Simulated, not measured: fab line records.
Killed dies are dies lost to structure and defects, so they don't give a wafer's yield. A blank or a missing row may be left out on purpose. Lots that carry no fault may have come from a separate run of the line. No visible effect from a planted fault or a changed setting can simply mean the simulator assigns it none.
What tool caused it?	flow rit-cmos	route of 202 steps, sampled at 1 step: 7 lots, 19 wafers

WHAT EACH GAUGE READ, for each wafer
RIT_GATE_THK_MEAS_07.
lot	measured	on	GATE_OXIDE_THK (nm)
L270	day 2 18:39	film-metro-02	3.01 2.99 2.94
L277	day 4 05:56	film-metro-02	3.05 3.11 3.12
L280	day 4 20:34	film-metro-02	2.94
L285	day 6 04:23	film-metro-04	2.99 3.07 3.02
L288	day 6 21:32	film-metro-04	2.90 3.03 2.96
L290	day 6 23:46	film-metro-04	3.00 2.99 2.96
L292	day 7 12:24	film-metro-04	2.94 2.96 2.93

WHAT TOOL EACH LOT RAN ON (gives the tool, then ch and the chambers of the sampled wafers, and finally the start)
Before these readings, the record contains no process step.

THE ANSWER, worked out from the rows above alone
Rule: what is usual is taken from the lots themselves. Put in order of their means at a reading, lots are off if they are a third of the lots or fewer, leave a main group of 4 or more, and stand apart from it by a gap of 3 or more times the standard deviation of the main group's means; of several such gaps the widest counts. A main group is skipped when, at the precision printed for the reading in the tables above, its means are all equal. A lot without any number at a reading at which 4 lots or more have one is off too. The other lots that the step has rows for count as sound.
None of the lots is off at any reading shown; this tells nothing.

WHAT THE SIMULATOR HAD INSERTED
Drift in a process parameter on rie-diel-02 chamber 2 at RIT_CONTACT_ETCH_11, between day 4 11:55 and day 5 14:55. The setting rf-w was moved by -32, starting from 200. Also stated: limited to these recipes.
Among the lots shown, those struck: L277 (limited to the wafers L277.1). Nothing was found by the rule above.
